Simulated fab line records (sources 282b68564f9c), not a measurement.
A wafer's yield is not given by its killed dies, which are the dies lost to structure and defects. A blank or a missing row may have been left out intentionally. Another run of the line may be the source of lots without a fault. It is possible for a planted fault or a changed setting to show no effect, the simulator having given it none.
Struck lot and sound lot, side by side    flow ritCmos    15 steps out of a route of 202
Sound: these wafers, L416.2, L416.5, L416.6. Wafers struck: L402.1, L402.3, L402.5. At the end, the cause is stated.
Order at every step that has rows: each side's tool, ch and its chambers, its first start. Under that, the readings that differ: sound wafers    struck wafers    difference of the means    sigmas: that difference in standard deviations of wafers without a fault.
alike: same words and numbers on both sides, and readings whose means sit less than 2 such deviations apart. not compared: any withheld reading, any reading some wafer has no value for, any bound like >300 that may hide the same value, and any number with overlapping values for which the record gives no deviation.
Wherever a step has rows on one side only, a row that says differs or no value, or a row with sigmas, the two part there. Non-overlapping numbers with no deviation appear without sigmas and do not part them. A reading that every wafer of one side lacks parts them only if that side has two wafers or more.

first, 3 steps without rows for these wafers: RIT_SDANNEAL_CLEAN_00 (cleans in SC1, time 600 s); RIT_SDANNEAL_CLEAN_01 (cleans in dHF, time 30 s); RIT_SDANNEAL_CLEAN_02 (cleans in SC2, time 600 s).
RIT_SDANNEAL_RTA_03: time 5 s.
  sound on rtpAnneal-01 ch 0, day 7 15:33; struck on rtpAnneal-01 ch 0, day 4 18:23
  alike: wafer_temp_C_max
RIT_SDANNEAL_RS_MEAS_04: measures by four-point-probe.
  sound on filmMetro-04, day 7 15:37; struck on filmMetro-02, day 4 18:27
  alike: PSD_RS
RIT_SDANNEAL_RS_MEAS_05: measures by four-point-probe.
  sound on filmMetro-04, day 7 15:44; struck on filmMetro-02, day 4 18:34
  alike: NSD_RS
RIT_SDANNEAL_RS_MEAS_06: measures by four-point-probe.
  sound on filmMetro-04, day 7 15:52; struck on filmMetro-02, day 4 18:41
  alike: PLDD_RS
RIT_SDANNEAL_RS_MEAS_07: measures by four-point-probe.
  sound on filmMetro-04, day 7 15:59; struck on filmMetro-02, day 4 18:49
  alike: NLDD_RS
then, 1 step without rows for these wafers: RIT_SILICIDE_WET_ETCH_00 (etches SiO2 in BOE, target depth 14 nm, time 15 s).
RIT_SILICIDE_SPUTTER_01: material Ti, target thk 30 nm, time 240 s.
  sound on pvdSputter-03, day 7 16:06; struck on pvdSputter-04, day 4 18:56
  alike: cathodeDcPowerW, throttleValvePct
RIT_SILICIDE_RS_MEAS_02: measures by four-point-probe.
  sound on filmMetro-04, day 7 16:16; struck on filmMetro-01, day 4 19:05
  alike: SILICIDE_TI_RS
RIT_SILICIDE_THK_MEAS_03: measures by xrf.
  sound on filmMetro-04, day 7 16:23; struck on filmMetro-01, day 4 19:13
  alike: SILICIDE_TI_THK
RIT_SILICIDE_RTA_04: time 10 s, ramp up 5 s, ramp down 5 s.
  sound on rtpAnneal-02 ch 0, day 7 16:26; struck on rtpAnneal-02 ch 0, day 4 19:31
  alike: wafer_temp_C_max
then, 1 step without rows for these wafers: RIT_SILICIDE_WET_ETCH_05 (etches Ti in SPM, time 120 s).
RIT_M1_PROBE_99:
  sound on prober-02, day 7 23:05; struck on prober-02, day 5 03:13
  alike: killedAtContacts, killedAtFrontEnd, killedDies, killedOnRim, killedOpen, killedShort

## WHERE THEY PART
Nowhere in this record.

WHY: what the simulator had put in
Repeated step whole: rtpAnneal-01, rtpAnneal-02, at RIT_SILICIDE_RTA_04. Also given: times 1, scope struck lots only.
